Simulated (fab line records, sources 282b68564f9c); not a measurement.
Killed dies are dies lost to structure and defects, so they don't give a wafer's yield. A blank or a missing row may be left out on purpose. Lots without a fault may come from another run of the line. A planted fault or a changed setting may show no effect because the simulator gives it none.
Which tool did it? | flow rit_cmos | 15 lots, 45 wafers sampled, at 3 steps of a route of 202

WHAT THE GAUGES READ, wafer by wafer
RIT_NWELL_TW_MEAS_10.
lot  | measured    | on            | NWELL_TW
L109 | day 1 22:04 | film_metro-04 | 2121 2115 2127
L111 | day 2 06:52 | film_metro-03 | 2163 2164 2155
L112 | day 2 13:19 | film_metro-02 | 2151 2153 2140
L113 | day 2 17:41 | film_metro-02 | 2157 2150 2151
L114 | day 2 23:52 | film_metro-03 | 2158 2143 2160
L116 | day 3 08:46 | film_metro-02 | 2160 2159 2148
L117 | day 3 12:58 | film_metro-03 | 2162 2157 2158
L118 | day 3 18:06 | film_metro-02 | 2265 2268 2249
L121 | day 4 09:52 | film_metro-03 | 2247 2240 2259
L122 | day 4 14:35 | film_metro-03 | 2245 2253 2239
L124 | day 5 00:02 | film_metro-04 | 2145 2149 2152
L126 | day 5 10:37 | film_metro-03 | 2140 2134 2140
L129 | day 6 02:40 | film_metro-03 | 2153 2149 2151
L130 | day 6 07:17 | film_metro-03 | 2153 2156 2149
L131 | day 6 11:40 | film_metro-04 | 2139 2151 2160

RIT_WELLDRIVE_RS_MEAS_01: measures by four-point-probe.
lot  | measured    | on            | NWELL_RS (ohm/sq)
L109 | day 2 05:13 | film_metro-02 | 275.1 276.3 275.7
L111 | day 2 13:35 | film_metro-03 | 275.6 275.3 274.6
L112 | day 2 20:11 | film_metro-04 | 276.0 275.8 276.3
L113 | day 3 00:32 | film_metro-02 | 275.1 275.3 276.1
L114 | day 3 06:41 | film_metro-02 | 276.0 275.2 274.9
L116 | day 3 15:27 | film_metro-03 | 276.2 275.1 275.4
L117 | day 3 20:32 | film_metro-03 | 275.7 275.2 274.8
L118 | day 4 00:49 | film_metro-04 | 251.4 251.5 252.0
L121 | day 4 16:36 | film_metro-04 | 252.2 252.4 251.6
L122 | day 4 21:24 | film_metro-03 | 253.0 251.3 252.2
L124 | day 5 07:25 | film_metro-02 | 275.5 276.0 275.7
L126 | day 5 17:37 | film_metro-03 | 275.8 275.6 275.7
L129 | day 6 09:31 | film_metro-02 | 277.5 276.8 276.8
L130 | day 6 13:59 | film_metro-03 | 275.2 275.2 276.4
L131 | day 6 18:31 | film_metro-04 | 274.7 275.7 275.5

WHICH TOOL RAN EACH LOT (tool, then ch and the chambers of the sampled wafers, then the start)
lot  | RIT_NWELL_IMPLANT_08
L109 | implanter-03 ch 0, day 1 21:47
L111 | implanter-04 ch 0, day 2 06:34
L112 | implanter-04 ch 0, day 2 13:02
L113 | implanter-04 ch 0, day 2 17:25
L114 | implanter-03 ch 0, day 2 23:33
L116 | implanter-01 ch 0, day 3 08:26
L117 | implanter-01 ch 0, day 3 12:38
L118 | implanter-04 ch 0, day 3 17:47
L121 | implanter-04 ch 0, day 4 09:34
L122 | implanter-04 ch 0, day 4 14:15
L124 | implanter-01 ch 0, day 4 23:43
L126 | implanter-03 ch 0, day 5 10:18
L129 | implanter-01 ch 0, day 6 02:20
L130 | implanter-01 ch 0, day 6 06:58
L131 | implanter-03 ch 0, day 6 11:23
- RIT_NWELL_IMPLANT_08

WHAT THE TOOLS THEMSELVES READ (means of the sampled wafers that have a number; where no wafer has one, the mark that the record gives instead)
RIT_NWELL_IMPLANT_08.
lot  | tool         | beam_energy_keV | dose_ions_cm2 | end_station_pressure_torr (Torr) | faraday_current_uA
L109 | implanter-03 | 169.98          | 5e+13         | 5.14e-06                         | 159
L111 | implanter-04 | 170.00          | 5e+13         | 5.38e-06                         | 159
L112 | implanter-04 | 169.92          | 5e+13         | 5.09e-06                         | 159
L113 | implanter-04 | 170.04          | 5e+13         | 5.19e-06                         | 158
L114 | implanter-03 | 169.99          | 5e+13         | 5.18e-06                         | 157
L116 | implanter-01 | 169.96          | 5e+13         | 4.88e-06                         | 158
L117 | implanter-01 | 170.10          | 5e+13         | 5.24e-06                         | 159
L118 | implanter-04 | 170.06          | 6e+13         | 5.23e-06                         | 183
L121 | implanter-04 | 170.06          | 6e+13         | 5.14e-06                         | 184
L122 | implanter-04 | 170.02          | 6e+13         | 5.06e-06                         | 185
L124 | implanter-01 | 170.07          | 5e+13         | 5.01e-06                         | 162
L126 | implanter-03 | 169.98          | 5e+13         | 5.18e-06                         | 159
L129 | implanter-01 | 169.94          | 5e+13         | 5.19e-06                         | 158
L130 | implanter-01 | 169.97          | 5e+13         | 5.08e-06                         | 155
L131 | implanter-03 | 170.05          | 5e+13         | 5.26e-06                         | 160

THE ANSWER, worked out from the rows above alone
Rule: what is usual is taken from the lots themselves. Put in order of their means at a reading, lots are off if they are a third of the lots or fewer, leave a main group of 4 or more, and stand apart from it by a gap of 3 or more times the standard deviation of the main group's means; of several such gaps the widest counts. A main group whose means are all the same, to the digits that the tables above print for the reading, isn't used. A lot without any number at a reading at which 4 lots or more have one is off too. The other lots that the step has rows for count as sound. The gauges are gone through in route order, then the tools' own readings, and for those a lot's mean is taken as printed above. The first step at which some lot is off is used, and at that step the reading that is off furthest; a lot without a number counts as furthest.
Off: L118, L121, L122, at RIT_NWELL_TW_MEAS_10 (NWELL_TW). The main group: mean 2149, standard deviation 10.
A tool fits if, at a process step before that reading, it ran every lot that is off, and no sound lot after the first of them. The gauges at RIT_NWELL_TW_MEAS_10 aren't tried: what is off there is off at RIT_NWELL_IMPLANT_08 too, on other tools, and a gauge's error can't cause that. One fits: implanter-04 at RIT_NWELL_IMPLANT_08. Its last sound lot is L113 (day 2 17:25), its first lot that is off L118 (day 3 17:47): a fault that began between those two fits.
The tool's own readings at RIT_NWELL_IMPLANT_08 bear it out: on the lots that are off they differ by more than 5 times the standard deviation of the sound lots' means. dose_ions_cm2 reads 6e+13 there against 5e+13 on the sound lots; faraday_current_uA reads 184 there against 159 on the sound lots.

WHAT THE SIMULATOR HAD PUT IN
Process parameter drift: implanter-04, from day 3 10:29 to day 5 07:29, at RIT_NWELL_IMPLANT_08. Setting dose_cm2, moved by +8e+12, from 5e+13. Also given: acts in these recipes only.
Lots struck among those shown: L118, L121, L122. The rule above found the same.
